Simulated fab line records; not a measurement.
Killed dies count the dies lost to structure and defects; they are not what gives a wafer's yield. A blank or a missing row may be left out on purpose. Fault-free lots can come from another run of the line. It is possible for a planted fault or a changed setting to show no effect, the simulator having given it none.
fab line records -- flow rit-cmos
record: lots: 6, wafers: 18, last-day: 7
route steps=202 shown PLDD@124 SPACER@125 NSD@131 M1@202
lots untouched by any fault: they come from a run of this same line in which no faults occurred
start-h: hours from the record's first day to the start of the lot's first wafer shown -- wait-h: hours since the lot's step before -- " repeats the value in the row above -- L1.1+2: a single row standing in for several wafers -- - no value present, or no start provided -- * or withheld: withheld -- < > ~ a bound
route shown NAME@n: names a module that has steps shown in the file, with the first one's number in the route -- usual: mean/standard deviation taken from wafers without a fault -- same: alike in all rows -- chamber/n: place in a boat -- sites: the reading at each site -- _std_site: their standard deviation -- _edge_site: the outer-site mean with the inner-site mean subtracted -- radius-mm: how far each site lies from the wafer's centre -- mask NAME#n: copy n -- behind: the last tool/chamber to shape the wafer -- hold: why the lot was held/for how many hours/how that ended -- device: names the non-switching transistor (n, p or np) -- end of line: the tests these same wafers got at the end of their route -- where a step has no rows: the recipe by itself -- killed: count of dies lost to structure and defects at first sort (not the wafer's yield) -- map: a wafer's dies, marking killed ones x, the rest . and places with no die _
set.NAME: the setting as run; set.NAME@STEP: as run at that earlier step -- model.NAME: the simulator's own value behind a step, which no gauge read
lots at selected steps of the route; one table per step, one row per wafer
services: from which hour (start-h, from the record's first day; less than 0 if before it) a tool's chamber was out of use, for how many hours, and why
== steps ==
step: RIT_PLDD_TW_MEAS_10
usual: PLDD_TW: 2349/9.6
lot.wafer,tool,chamber,start-h,wait-h,PLDD_TW
L600.1,film-metro-03,-,84.18,0.1,2342
L600.3,film-metro-03,-,84.18,0.1,2369
L600.4,film-metro-03,-,84.18,0.1,2340
L601.3,film-metro-04,-,89.65,0.1,2344
L601.5,film-metro-04,-,89.65,0.1,2344
L601.6,film-metro-04,-,89.65,0.1,2345
L606.2,film-metro-03,-,113.64,0.1,2345
L606.3,film-metro-03,-,113.64,0.1,2335
L606.4,film-metro-03,-,113.64,0.1,2344
L607.1,film-metro-03,-,117.71,0.1,2352
L607.4,film-metro-03,-,117.71,0.1,2339
L607.6,film-metro-03,-,117.71,0.1,2347
L608.1,film-metro-03,-,123.10,0.1,2350
L608.2,film-metro-03,-,123.10,0.1,2355
L608.4,film-metro-03,-,123.10,0.1,2353
L612.2,film-metro-02,-,143.24,0.1,2347
L612.3,film-metro-02,-,143.24,0.1,2349
L612.6,film-metro-02,-,143.24,0.1,2343
step: RIT_SPACER_CLEAN_00
recipe: chemistry: SC1, mix: 3:3:50, time-s: 600, temp-c: 75
step: RIT_SPACER_CLEAN_01
recipe: chemistry: dHF, dilution: 50:1, time-s: 30
step: RIT_SPACER_CLEAN_02
recipe: chemistry: SC2, mix: 3:3:50, time-s: 600, temp-c: 75, dry: n2-spin
step: RIT_SPACER_CVD_03
recipe: material: Si3N4, target-thk-nm: 250, temp-c: 810, precursor: SiH2Cl2/NH3, time-s: 3300, pressure-mtorr: 300, sih2cl2-flow-sccm: 60, nh3-flow-sccm: 150
step: RIT_SPACER_THK_MEAS_04
recipe: reads: Si3N4_of_SPACER_CVD_03
usual: SPACER_NITRIDE_THK: 249.1/2.9
lot.wafer,tool,chamber,start-h,wait-h,SPACER_NITRIDE_THK[nm]
L600.1,film-metro-04,-,86.52,0.0,249.2
L600.3,film-metro-04,-,86.52,0.0,250.6
L600.4,film-metro-04,-,86.52,0.0,251.1
L601.3,film-metro-04,-,92.03,0.0,249.1
L601.5,film-metro-04,-,92.03,0.0,248.1
L601.6,film-metro-04,-,92.03,0.0,248.2
L606.2,film-metro-02,-,116.00,0.0,250.1
L606.3,film-metro-02,-,116.00,0.0,249.2
L606.4,film-metro-02,-,116.00,0.0,249.9
L607.1,film-metro-01,-,120.07,0.0,255.7
L607.4,film-metro-01,-,120.07,0.0,254.5
L607.6,film-metro-01,-,120.07,0.0,253.5
L608.1,film-metro-04,-,125.46,0.0,248.3
L608.2,film-metro-04,-,125.46,0.0,247.6
L608.4,film-metro-04,-,125.46,0.0,248.6
L612.2,film-metro-01,-,145.60,0.0,253.0
L612.3,film-metro-01,-,145.60,0.0,251.7
L612.6,film-metro-01,-,145.60,0.0,251.9
step: RIT_SPACER_ETCHBACK_05
recipe: target-depth-a: 2500, SF6_flow_sccm: 30, CHF3_flow_sccm: 30, target: Si3N4, chemistry: SF6/CHF3, pressure-mtorr: 40, rf-w: 250, time-s: 240, stop-on: SiO2
usual: chamber-pressure-mTorr: 40.00/0.043, drypump-motor-current-A: 5.82/0.29, oes-product-au: 0.846/0.017, throttle-valve-pct: 10.18/0.12
lot.wafer,tool,chamber,start-h,wait-h,chamber-pressure-mTorr,drypump-motor-current-A,oes-product-au,rf-hours-counter-h,throttle-valve-pct
L600.1,rie-diel-01,1,86.58,0.1,40.02,5.67,0.831,144,10.17
L600.3,rie-diel-01,0,86.58,0.1,39.99,5.72,0.850,114,9.97
L600.4,rie-diel-01,2,86.58,0.1,39.99,5.41,0.856,5,10.11
L601.3,rie-diel-02,2,92.07,0.0,40.02,5.43,0.812,148,10.17
L601.5,rie-diel-02,0,92.07,0.0,39.95,6.40,0.834,-,10.20
L601.6,rie-diel-02,1,92.07,0.0,39.95,5.79,0.838,-,9.99
L606.2,rie-diel-01,3,116.05,0.0,40.05,6.37,0.830,66,10.10
L606.3,rie-diel-01,1,116.05,0.0,40.03,5.67,0.833,144,10.15
L606.4,rie-diel-01,2,116.05,0.0,39.98,5.40,0.849,6,10.13
L607.1,rie-diel-02,3,120.13,0.1,40.01,5.46,0.861,98,10.42
L607.4,rie-diel-02,2,120.13,0.1,40.01,5.43,0.828,148,10.18
L607.6,rie-diel-02,2,120.13,0.1,40.07,5.42,0.831,-,10.18
L608.1,rie-diel-02,1,125.52,0.1,39.92,5.78,0.852,54,9.98
L608.2,rie-diel-02,2,125.52,0.1,40.02,5.45,0.810,149,10.17
L608.4,rie-diel-02,0,125.52,0.1,39.93,6.40,0.838,139,10.18
L612.2,rie-diel-01,1,145.65,0.0,40.04,5.68,0.847,145,10.16
L612.3,rie-diel-01,3,145.65,0.0,40.04,6.39,0.842,66,10.10
L612.6,rie-diel-01,3,145.65,0.0,40.11,6.39,0.845,-,10.10
step: RIT_NSD_HMDS_00
recipe: prime-time-s: 60, prime-temp-c: 140
step: RIT_NSD_COAT_01
recipe: resist: NOVOLAK, spin-rpm: 3250, resist-thk-nm: 1000
step: RIT_NSD_SOFTBAKE_02
recipe: resist: NOVOLAK, temp-c: 90, time-s: 60
step: RIT_NSD_EXPOSE_03
recipe: mask-id: M9, na: 0.57, target-cd-nm: 40700, dose-mj: 250
step: RIT_NSD_PEB_04
recipe: resist: NOVOLAK, temp-c: withheld, time-s: withheld
step: RIT_NSD_DEVELOP_05
recipe: resist: NOVOLAK, develop-time-s: 50, dev-temp-c: 23
usual: developer-temp-C: 23.01/0.11, resist-line-temp-C: 23.03/0.11
lot.wafer,tool,chamber,start-h,wait-h,developer-temp-C,resist-line-temp-C
L600.1,litho-track-03,0,87,-,22.93,23.11
L600.3,litho-track-03,0,87,-,22.97,23.24
L600.4,litho-track-03,0,87,-,22.86,22.99
L601.3,litho-track-02,0,93,-,22.96,22.84
L601.5,litho-track-02,0,93,-,23.03,23.10
L601.6,litho-track-02,0,93,-,22.98,23.15
L606.2,litho-track-03,0,116,-,20.71,23.01
L606.3,litho-track-03,0,116,-,20.72,22.90
L606.4,litho-track-03,0,117,-,20.67,22.84
L607.1,litho-track-02,0,121,-,22.99,23.05
L607.4,litho-track-02,0,121,-,23.01,23.09
L607.6,litho-track-02,0,121,-,23.02,23.29
L608.1,litho-track-03,0,126,-,20.69,23.12
L608.2,litho-track-03,0,126,-,20.71,23.19
L608.4,litho-track-03,0,126,-,20.61,22.99
L612.2,litho-track-02,0,146,-,23.24,22.92
L612.3,litho-track-02,0,146,-,22.99,22.88
L612.6,litho-track-02,0,146,-,23.19,22.90
step: RIT_NSD_OVL_MEAS_06
usual: NSD_OVL: 0.8/1.4
lot.wafer,tool,chamber,start-h,wait-h,NSD_OVL[nm]
L600.1,overlay-02,-,87.58,-,-0.2
L600.3,overlay-02,-,87.58,-,0.5
L600.4,overlay-02,-,87.58,-,0.1
L601.3,overlay-01,-,93.20,-,2.3
L601.5,overlay-01,-,93.20,-,1.6
L601.6,overlay-01,-,93.20,-,2.0
L606.2,overlay-02,-,117.09,-,1.9
L606.3,overlay-02,-,117.09,-,1.5
L606.4,overlay-02,-,117.09,-,1.6
L607.1,overlay-02,-,121.46,-,-1.2
L607.4,overlay-02,-,121.46,-,-0.2
L607.6,overlay-02,-,121.46,-,0.2
L608.1,overlay-02,-,126.65,-,-1.8
L608.2,overlay-02,-,126.65,-,-0.5
L608.4,overlay-02,-,126.65,-,-0.5
L612.2,overlay-02,-,146.70,-,0.8
L612.3,overlay-02,-,146.70,-,1.1
L612.6,overlay-02,-,146.70,-,0.8
step: RIT_M1_PROBE_99
usual: killed_at_M0_to_M3: 0.0/0.12, killed-at-front-end: 7/3.1, killed-dies: 7/3.1, killed-open: 3.4/2.1, killed-short: 3.5/2
same: gross-dies: 264, killed_at_M4_up: 0, killed-at-back-side: 0, killed-at-contacts: 0, killed-at-other: 0
lot.wafer,tool,chamber,start-h,wait-h,killed_at_M0_to_M3,killed-at-front-end,killed-dies,killed-open,killed-short
L600.1,prober-02,-,98.08,0.1,0,9,9,4,5
L600.3,prober-02,-,98.18,0.2,0,7,7,3,4
L600.4,prober-02,-,98.23,0.2,0,4,4,2,2
L601.3,prober-01,-,103.34,0.2,0,5,5,2,3
L601.5,prober-01,-,103.44,0.2,0,9,9,6,3
L601.6,prober-01,-,103.49,0.2,0,6,6,4,2
L606.2,prober-01,-,127.05,0.1,0,7,7,3,4
L606.3,prober-01,-,127.10,0.2,1,8,9,3,6
L606.4,prober-01,-,127.15,0.2,0,5,5,2,3
L607.1,prober-02,-,131.46,0.1,0,8,8,2,6
L607.4,prober-02,-,131.61,0.2,0,3,3,2,1
L607.6,prober-02,-,131.71,0.2,0,10,10,6,4
L608.1,prober-01,-,136.42,0.1,0,10,10,6,4
L608.2,prober-01,-,136.47,0.1,0,3,3,1,2
L608.4,prober-01,-,136.57,0.2,0,8,8,2,6
killed by level:class
L600.1 REOX:geometric-particle:short=3 SPACER:geometric-particle:open=2 GATE:geometric-particle:open=1 GATE:geometric-particle:short=1 SPACER:geometric-particle:short=1 SILICIDE:geometric-particle:open=1
L600.3 GATE:geometric-particle:short=3 FOX1:geometric-particle:open=1 REOX:geometric-particle:open=1 SPACER:geometric-particle:open=1 SILICIDE:geometric-particle:short=1
L600.4 SPACER:geometric-particle:short=2 GATE:geometric-particle:open=1 SPACER:geometric-particle:open=1
L601.3 GATE:geometric-particle:short=2 FOX1:geometric-particle:short=1 GATE:geometric-particle:open=1 SILICIDE:geometric-particle:open=1
L601.5 GATE:geometric-particle:open=3 GATE:geometric-particle:short=3 FOX1:geometric-particle:open=1 SPACER:geometric-particle:open=1 SILICIDE:geometric-particle:open=1
L601.6 GATE:geometric-particle:open=4 GATE:geometric-particle:short=2
L606.2 GATE:geometric-particle:short=2 GATE:geometric-particle:open=2 REOX:geometric-particle:open=1 SPACER:geometric-particle:short=1 SILICIDE:geometric-particle:short=1
L606.3 GATE:geometric-particle:short=2 FOX2:geometric-particle:short=1 GATE:geometric-particle:open=1 SPACER:geometric-particle:short=1 SPACER:geometric-particle:open=1 SILICIDE:geometric-particle:short=1 SILICIDE:geometric-particle:open=1 M1:geometric-particle:short=1
L606.4 GATE:geometric-particle:short=3 FOX1:geometric-particle:open=1 SPACER:geometric-particle:open=1
L607.1 FOX1:geometric-particle:short=2 FOX2:geometric-particle:short=1 GATE:geometric-particle:open=1 GATE:geometric-particle:short=1 REOX:geometric-particle:open=1 SPACER:geometric-particle:short=1 SILICIDE:geometric-particle:short=1
L607.4 FOX2:geometric-particle:short=1 GATE:geometric-particle:open=1 REOX:geometric-particle:open=1
L607.6 GATE:geometric-particle:open=3 REOX:geometric-particle:short=2 FOX2:geometric-particle:short=1 FOX2:geometric-particle:open=1 GATE:geometric-particle:short=1 REOX:geometric-particle:open=1 SPACER:geometric-particle:open=1
L608.1 GATE:geometric-particle:short=3 GATE:geometric-particle:open=3 FOX1:geometric-particle:open=2 REOX:geometric-particle:short=1 SILICIDE:geometric-particle:open=1
L608.2 FOX1:geometric-particle:open=1 FOX1:geometric-particle:short=1 SILICIDE:geometric-particle:short=1
L608.4 GATE:geometric-particle:short=2 SPACER:geometric-particle:short=2 FOX2:geometric-particle:open=1 FOX2:geometric-particle:short=1 GATE:geometric-particle:open=1 SILICIDE:geometric-particle:short=1
== services ==
tool,chamber,start-h,hours,kind
rie-diel-01,-,73.55,2.8,pm
rie-diel-01,2,137.30,2.8,repair
rie-diel-02,0,144.55,7.6,repair
== key ==
first-sign: step: RIT_NSD_DEVELOP_05, reading: developer-temp-C, direction: down, sigmas: 22, usual: *, struck: *
effect none on later readings
met-at RIT_NSD_DEVELOP_05
struck-wafers L606.2,L606.3,L606.4,L608.1,L608.2,L608.4
tester-left-out L606,L608
onset-between 87 116
fault: kind: process-parameter-drift, tool: litho-track-03, chamber: -, onset-h: 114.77, steps: RIT_NSD_DEVELOP_05, channel: dev-temp-c, offset: *, shape: step, end-h: 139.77, acts-in: *, stated: *
tester-left-out: of these lots the tester's yield and bins aren't shown, on N5 and GAA mostly nor the transistor test; their killed dies are dies lost to structure and defects alone, not to doping, threshold or leakage, so they don't give the yield
